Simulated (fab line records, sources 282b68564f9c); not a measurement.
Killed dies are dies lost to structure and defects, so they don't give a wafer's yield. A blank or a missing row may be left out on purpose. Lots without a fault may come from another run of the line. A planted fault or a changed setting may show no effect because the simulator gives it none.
Tool commonality check | flow rit_cmos | 14 lots, 42 wafers sampled

WHY IT WAS OPENED
At RIT_PLDD_TW_MEAS_10 the reading PLDD_TW is flagged on 2 of 14 lots. Wafers without a fault read 2365, standard deviation 11.
Rule: a lot is flagged when every wafer of it that has a number lies more than 4 standard deviations from that mean, or none has a number. The other lots count as sound.

lot  | measured    | on            | PLDD_TW, wafer by wafer | flag
L178 | day 3 05:32 | film_metro-02 | 2369 2347 2353          |
L179 | day 3 07:41 | film_metro-03 | 2363 2370 2375          |
L180 | day 3 14:56 | film_metro-01 | 2363 2357 2357          |
L181 | day 3 19:16 | film_metro-01 | 2361 2350 2351          |
L182 | day 3 22:40 | film_metro-03 | 2360 2348 2357          |
L183 | day 4 02:04 | film_metro-02 | 2374 2372 2371          |
L184 | day 4 10:23 | film_metro-01 | 2388 2369 2378          |
L185 | day 4 12:25 | film_metro-01 | 2375 2374 2374          |
L186 | day 4 19:19 | film_metro-01 | 2775 2764 2766          | FLAGGED
L191 | day 5 18:40 | film_metro-02 | 2775 2768 2761          | FLAGGED
L197 | day 6 23:41 | film_metro-03 | 2338 2361 2352          |
L198 | day 7 06:43 | film_metro-01 | 2357 2364 2364          |
L199 | day 7 12:04 | film_metro-01 | 2364 2360 2382          |
L200 | day 7 19:41 | film_metro-03 | 2367 2361 2367          |
The numbers of the flagged lots are 2768 on average: +403 against the usual, or +37 standard deviations.

WHICH TOOL RAN EACH LOT
The record holds 1 process step before the reading, out of a route of 202 steps. In each cell: the tool, then ch and the chambers that the sampled wafers went through, then the start.
lot  | flag    | RIT_PLDD_IMPLANT_08
L178 |         | implanter-04 ch 0, day 3 05:14
L179 |         | implanter-02 ch 0, day 3 07:23
L180 |         | implanter-04 ch 0, day 3 14:38
L181 |         | implanter-02 ch 0, day 3 18:56
L182 |         | implanter-01 ch 0, day 3 22:21
L183 |         | implanter-02 ch 0, day 4 01:45
L184 |         | implanter-01 ch 0, day 4 10:04
L185 |         | implanter-02 ch 0, day 4 12:07
L186 | FLAGGED | implanter-02 ch 0, day 4 18:43
L191 | FLAGGED | implanter-01 ch 0, day 5 17:59
L197 |         | implanter-01 ch 0, day 6 23:23
L198 |         | implanter-02 ch 0, day 7 06:25
L199 |         | implanter-01 ch 0, day 7 11:44
L200 |         | implanter-02 ch 0, day 7 19:23
What these steps do:
- RIT_PLDD_IMPLANT_08
- RIT_PLDD_TW_MEAS_10

FLAGGED OVER TOTAL, TOOL BY TOOL (the gauges that took the reading come last)
step                | tool          | lots run | flagged | share of the flagged lots | sound lots run after its first flagged lot
RIT_PLDD_IMPLANT_08 | implanter-01  | 5        | 1       | some                      | 2 (L197,L199)
RIT_PLDD_IMPLANT_08 | implanter-02  | 7        | 1       | some                      | 2 (L198,L200)
RIT_PLDD_IMPLANT_08 | implanter-04  | 2        | 0       | none                      | -
RIT_PLDD_TW_MEAS_10 | film_metro-01 | 7        | 1       | some                      | 2 (L198,L199)
RIT_PLDD_TW_MEAS_10 | film_metro-02 | 3        | 1       | some                      | 0
RIT_PLDD_TW_MEAS_10 | film_metro-03 | 4        | 0       | none                      | -

WHAT THE TABLE ALLOWS
No row of the table ran every flagged lot.

WHAT THE SIMULATOR HAD PUT IN
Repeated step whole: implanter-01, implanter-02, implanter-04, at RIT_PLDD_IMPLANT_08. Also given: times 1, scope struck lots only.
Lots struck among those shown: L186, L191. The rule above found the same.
